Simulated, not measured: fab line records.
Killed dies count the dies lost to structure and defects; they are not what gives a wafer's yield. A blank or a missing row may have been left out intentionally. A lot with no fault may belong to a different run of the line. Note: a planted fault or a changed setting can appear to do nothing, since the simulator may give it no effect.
A struck lot beside a sound one ; flow ritCmos ; 43 steps out of a route of 202
Sound: the wafers L744.2, L744.3, L744.4. Wafers struck: L753.3, L753.5, L753.6. The cause comes at the end.
Each step with rows lists, per side, the tool, then ch with its chambers, then its first start. Under that, the readings that differ: sound wafers ; struck wafers ; difference of the means ; sigmas: that difference in standard deviations of wafers without a fault.
alike: same words and numbers on both sides, and readings whose means sit less than 2 such deviations apart. not compared: any withheld reading, any reading some wafer has no value for, any bound like >300 that may hide the same value, and any number with overlapping values for which the record gives no deviation.
A row with sigmas, a row that says differs or no value, or rows on one side alone: a step with any of these is where the two part. Non-overlapping numbers with no deviation appear without sigmas and do not part them. A reading that every wafer of one side lacks parts them only if that side has two wafers or more.

first, 1 step without rows for these wafers: RIT_PRETRO_DEVELOP_05 (develop time 68 s).
RIT_PRETRO_OVL_MEAS_06:
  sound on overlay-01 at day 3 11:56; struck on overlay-01 at day 5 07:19
  alike: PRETRO_OVL
then, 2 steps without rows for these wafers: RIT_PRETRO_HARDBAKE_07 (time 120 s); RIT_PRETRO_IMPLANT_08.
RIT_PRETRO_STRIP_09: strips in O2, time 180 s.
  sound on plasmaAsher-04 ch 0,1, day 3 12:22; struck on plasmaAsher-02 ch 0,1, day 5 07:47
  alike: drypumpMotorCurrentA
  not compared: rfHoursCounterH
RIT_PRETRO_TW_MEAS_10:
  sound on filmMetro-02 at day 3 12:34; struck on filmMetro-04 at day 5 07:56
  alike: PRETRO_TW
then, 5 steps without rows for these wafers: RIT_GATE_WET_ETCH_00 (etches SiO2 in BOE, target depth 56 nm, time 60 s); RIT_GATE_CLEAN_01 (cleans in SC1, time 600 s); RIT_GATE_CLEAN_02 (cleans in dHF, time 30 s); RIT_GATE_CLEAN_03 (cleans in SC2, time 600 s); RIT_GATE_CLEAN_04 (cleans in dHF, time 60 s).
RIT_FOX2_THK_MEAS_91:
  sound on filmMetro-04 at day 3 13:02; struck on filmMetro-03 at day 5 08:24
  alike: FIELD_OXIDE_LEFT_2_THK
RIT_GATE_OXIDATION_05: target thk 3 nm, ox time 270 s.
  sound on furnace-04 ch 0, day 3 14:23; struck on furnace-04 ch 0, day 5 10:31
then, 1 step without rows for these wafers: RIT_GATE_ANNEAL_06 (time 600 s).
RIT_GATE_THK_MEAS_07:
  sound on filmMetro-01 at day 3 15:43; struck on filmMetro-04 at day 5 13:47
  alike: GATE_OXIDE_THK
then, 1 step without rows for these wafers: RIT_GATE_CVD_08 (deposits poly-Si from SiH4, target thk 250 nm, time 2220 s).
RIT_GATE_THK_MEAS_09:
  sound on filmMetro-04 at day 3 17:24; struck on filmMetro-03 at day 5 15:29
  alike: GATE_POLY_THK
then, 6 steps without rows for these wafers: RIT_GATE_HMDS_10 (prime time 60 s); RIT_GATE_COAT_11 (resist thk 850 nm); RIT_GATE_SOFTBAKE_12 (time 60 s); RIT_GATE_EXPOSE_13 (exposes mask M6, target cd 150 nm); RIT_GATE_PEB_14; RIT_GATE_DEVELOP_15 (develop time 50 s).
RIT_GATE_CD_MEAS_16: target cd 150 nm.
  sound on cdSem-01 at day 3 18:34; struck on cdSem-02 at day 5 16:46
  alike: cdNm
RIT_GATE_OVL_MEAS_17:
  sound on overlay-01 at day 3 18:41; struck on overlay-02 at day 5 16:51
  alike: GATE_OVL
then, 1 step without rows for these wafers: RIT_GATE_HARDBAKE_18 (time 60 s).
RIT_GATE_ETCH_19: etches poly-Si in SF6/CHF3/O2, stops on SiO2, time 165 s, target depth 312.5 nm.
  sound on rieSi-02 ch 0,2,3, day 3 18:58; struck on rieSi-01 ch 1,2,3, day 5 17:02
  alike: drypumpMotorCurrentA, oesProductAu, rfFwdPowerW, throttleValvePct
  not compared: rfHoursCounterH
RIT_GATE_STRIP_20: strips in O2, time 180 s.
  sound on plasmaAsher-03 ch 0,1, day 3 19:04; struck on plasmaAsher-03 ch 0,1, day 5 17:11
  alike: drypumpMotorCurrentA
  not compared: rfHoursCounterH
RIT_GATE_CD_MEAS_90: target cd 150 nm.
  sound on cdSem-01 at day 3 19:16; struck on cdSem-02 at day 5 17:21
  alike: cdNm
then, 4 steps without rows for these wafers: RIT_REOX_CLEAN_00 (cleans in SC1, time 600 s); RIT_REOX_CLEAN_01 (cleans in dHF, time 30 s); RIT_REOX_CLEAN_02 (cleans in SC2, time 600 s); RIT_REOX_OXIDATION_03 (target thk 25.2 nm, ox time 5580 s).
RIT_REOX_THK_MEAS_04:
  sound on filmMetro-04 at day 3 22:41; struck on filmMetro-03 at day 5 23:37
  alike: REOX_OXIDE_THK
then, 6 steps without rows for these wafers: RIT_NLDD_HMDS_00 (prime time 60 s); RIT_NLDD_COAT_01 (resist thk 1000 nm); RIT_NLDD_SOFTBAKE_02 (time 60 s); RIT_NLDD_EXPOSE_03 (exposes mask M7, target cd 40700 nm); RIT_NLDD_PEB_04; RIT_NLDD_DEVELOP_05 (develop time 50 s).
RIT_NLDD_OVL_MEAS_06:
  sound on overlay-02 at day 4 04:06; struck on overlay-02 at day 6 00:46
  alike: NLDD_OVL
then, 1 step without rows for these wafers: RIT_NLDD_HARDBAKE_07 (time 60 s).
RIT_M1_PROBE_99:
  record: rows for the struck wafers here (prober-01, day 6 17:30), none for the sound ones

WHERE THEY PART
RIT_M1_PROBE_99 only, going by this record.

WHY: what the simulator had put in
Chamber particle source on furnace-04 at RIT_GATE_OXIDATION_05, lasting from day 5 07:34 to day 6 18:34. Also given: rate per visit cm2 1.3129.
